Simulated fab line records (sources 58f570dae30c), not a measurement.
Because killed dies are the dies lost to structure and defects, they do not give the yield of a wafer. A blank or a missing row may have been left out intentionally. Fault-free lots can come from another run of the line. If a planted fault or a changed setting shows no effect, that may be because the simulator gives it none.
Which of the tools did it?    flow berkeley-cmos170    14 lots, 42 wafers sampled, at 5 steps of a route of 331

## WHAT THE GAUGES READ, wafer by wafer
UCB170_M1_RS_MEAS_01: measures by four-point-probe.
lot   measured      on             M1_AL_RS (ohm/sq)
L365  day 7 16:42   film-metro-03  0.0486 0.0480 0.0484
L366  day 8 19:58   film-metro-03  0.0478 0.0479 0.0478
L367  day 8 20:14   film-metro-04  0.0482 0.0494 0.0481
L368  day 8 21:52   film-metro-03  0.0490 0.0487 0.0484
L371  day 9 17:52   film-metro-03  0.0493 0.0489 0.0488
L373  day 10 06:43  film-metro-02  0.0484 0.0483 0.0482
L374  day 10 16:08  film-metro-03  0.0487 0.0481 0.0486
L376  day 10 19:29  film-metro-03  0.0479 0.0482 0.0482
L375  day 10 19:50  film-metro-04  0.0479 0.0482 0.0481
L377  day 11 06:50  film-metro-03  0.0482 0.0473 0.0484
L385  day 12 14:37  film-metro-04  0.0482 0.0475 0.0485
L382  day 12 18:42  film-metro-02  0.0484 0.0484 0.0477
L384  day 12 18:55  film-metro-02  0.0489 0.0490 0.0492
L388  day 12 19:39  film-metro-02  0.0481 0.0484 0.0485

UCB170_V1_THK_MEAS_01.
lot   measured      on             V1_TEOS_THK (nm)
L365  day 7 20:39   film-metro-04  1988 1987 1991
L366  day 8 23:09   film-metro-01  1992 2014 1986
L367  day 9 00:29   film-metro-02  1988 1992 2021
L368  day 9 01:49   film-metro-01  1964 1954 2002
L371  day 9 22:19   film-metro-02  2004 1967 2001
L373  day 10 09:46  film-metro-01  1965 1976 1991
L374  day 10 19:31  film-metro-02  2063 2025 2039
L376  day 10 22:41  film-metro-01  2005 1977 2021
L375  day 11 00:01  film-metro-04  1927 1950 2044
L377  day 11 10:40  film-metro-04  2012 2008 1996
L385  day 12 18:16  film-metro-01  3886 2023 3948
L382  day 12 23:07  film-metro-02  1990 3837 3916
L384  day 12 23:16  film-metro-04  1979 1989 2030
L388  day 13 00:28  film-metro-04  2008 2012 1999

UCB170_V1_OVL_MEAS_13.
lot   measured      on          V1_OVL (nm)
L365  day 7 22:44   overlay-01  9 13 17
L366  day 9 05:06   overlay-02  3 9 6
L367  day 9 05:13   overlay-01  3 3 4
L368  day 9 05:06   overlay-01  3 5 -2
L371  day 10 01:05  overlay-02  -2 -1 -5
L373  day 10 11:35  overlay-01  5 -3 2
L374  day 10 23:20  overlay-01  14 4 1
L376  day 11 01:19  overlay-01  0 -4 1
L375  day 11 02:23  overlay-01  6 11 4
L377  day 11 14:56  overlay-02  5 1 2
L385  day 12 19:59  overlay-02  2 5 7
L382  day 13 01:26  overlay-02  -1 0 -4
L384  day 13 04:40  overlay-01  -5 -2 2
L388  day 13 05:01  overlay-02  0 -1 -5

## EACH LOT AND THE TOOL THAT RAN IT (in order: tool; ch and the chambers of the sampled wafers; start)
lot   UCB170_M1_SPUTTER_00          UCB170_V1_CVD_00
L365  pvd-sputter-03, day 7 16:37   pecvd-02 ch 0,1,2, day 7 20:29
L366  pvd-sputter-01, day 8 19:54   pecvd-01 ch 0,1,2, day 8 22:59
L367  pvd-sputter-03, day 8 20:10   pecvd-03 ch 1,2, day 9 00:20
L368  pvd-sputter-04, day 8 21:48   pecvd-02 ch 1,2, day 9 01:40
L371  pvd-sputter-04, day 9 17:49   pecvd-02 ch 0,1, day 9 22:10
L373  pvd-sputter-03, day 10 06:37  pecvd-01 ch 0,1,2, day 10 09:35
L374  pvd-sputter-03, day 10 16:01  pecvd-02 ch 0,1,2, day 10 19:24
L376  pvd-sputter-01, day 10 19:26  pecvd-01 ch 0,2, day 10 22:31
L375  pvd-sputter-03, day 10 19:47  pecvd-03 ch 0,1,2, day 10 23:51
L377  pvd-sputter-01, day 11 06:43  pecvd-02 ch 0,1,2, day 11 10:34
L385  pvd-sputter-01, day 12 14:33  pecvd-01 ch 1,2, day 12 18:06
L382  pvd-sputter-01, day 12 18:37  pecvd-01 ch 1,2, day 12 22:58
L384  pvd-sputter-04, day 12 18:44  pecvd-03 ch 0,2, day 12 23:07
L388  pvd-sputter-01, day 12 19:34  pecvd-02 ch 1,2, day 13 00:17
- UCB170_M1_SPUTTER_00: material Al, target thk 600 nm, time 80 s.
- UCB170_V1_CVD_00: deposits SiO2 from TEOS/O2, target thk 2000 nm, time 250 s.

## WHAT THE TOOLS THEMSELVES READ (means of the sampled wafers that have a number; where no wafer has one, the mark that the record gives instead)
UCB170_M1_SPUTTER_00.
lot   tool            cathode-dc-power-W (W)  throttle-valve-pct (%)
L365  pvd-sputter-03  5998.9                  31.5
L366  pvd-sputter-01  5999.2                  29.3
L367  pvd-sputter-03  5999.8                  31.4
L368  pvd-sputter-04  6001.8                  30.7
L371  pvd-sputter-04  5999.6                  30.2
L373  pvd-sputter-03  6000.8                  31.4
L374  pvd-sputter-03  5999.9                  31.3
L376  pvd-sputter-01  6000.1                  28.9
L375  pvd-sputter-03  5999.8                  30.8
L377  pvd-sputter-01  5999.2                  29.0
L385  pvd-sputter-01  6000.5                  28.9
L382  pvd-sputter-01  6000.6                  29.4
L384  pvd-sputter-04  6000.0                  30.6
L388  pvd-sputter-01  6000.4                  28.7

UCB170_V1_CVD_00.
lot   tool      heater-power-w (W)
L365  pecvd-02  195
L366  pecvd-01  242
L367  pecvd-03  237
L368  pecvd-02  266
L371  pecvd-02  231
L373  pecvd-01  270
L374  pecvd-02  214
L376  pecvd-01  245
L375  pecvd-03  244
L377  pecvd-02  221
L385  pecvd-01  281
L382  pecvd-01  303
L384  pecvd-03  262
L388  pecvd-02  233

## THE ANSWER, worked out from the rows above alone
Rule: what is usual is taken from the lots themselves. The widest of any qualifying gaps counts: lots, ordered by their means at a reading, are off when they make up no more than a third of the lots, leave a main group of 4 or more, and stand apart from it by 3 or more times the standard deviation of that group's means. If all means in a main group match to the digits the tables above print for the reading, that group is not used. A lot without any number at a reading at which 4 lots or more have one is off too. Where the step has rows for the other lots, those lots are counted as sound. Order of review: gauges by route order, followed by the tools' own readings, for which a lot's mean as printed above is used. At the first step where some lot is off, the reading lying furthest off is the one used; lots without a number count as furthest.
Off: at UCB170_V1_THK_MEAS_01 (V1_TEOS_THK), L385, L382. The main group has a mean of 1996 nm with a standard deviation of 18.
If a tool, at a process step before that reading, ran all the lots that are off and no sound lot after the first of them, it fits. The gauges at UCB170_V1_THK_MEAS_01 are tried like those tools. One fits: UCB170_V1_CVD_00 on pecvd-01. Its last sound lot is L376 (day 10 22:31), its first lot that is off L385 (day 12 18:06): a fault that began between those two fits.

## WHAT HAD BEEN PUT IN BY THE SIMULATOR
pecvd-01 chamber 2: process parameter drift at UCB170_V1_CVD_00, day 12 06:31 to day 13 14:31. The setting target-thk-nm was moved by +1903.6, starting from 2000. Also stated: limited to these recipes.
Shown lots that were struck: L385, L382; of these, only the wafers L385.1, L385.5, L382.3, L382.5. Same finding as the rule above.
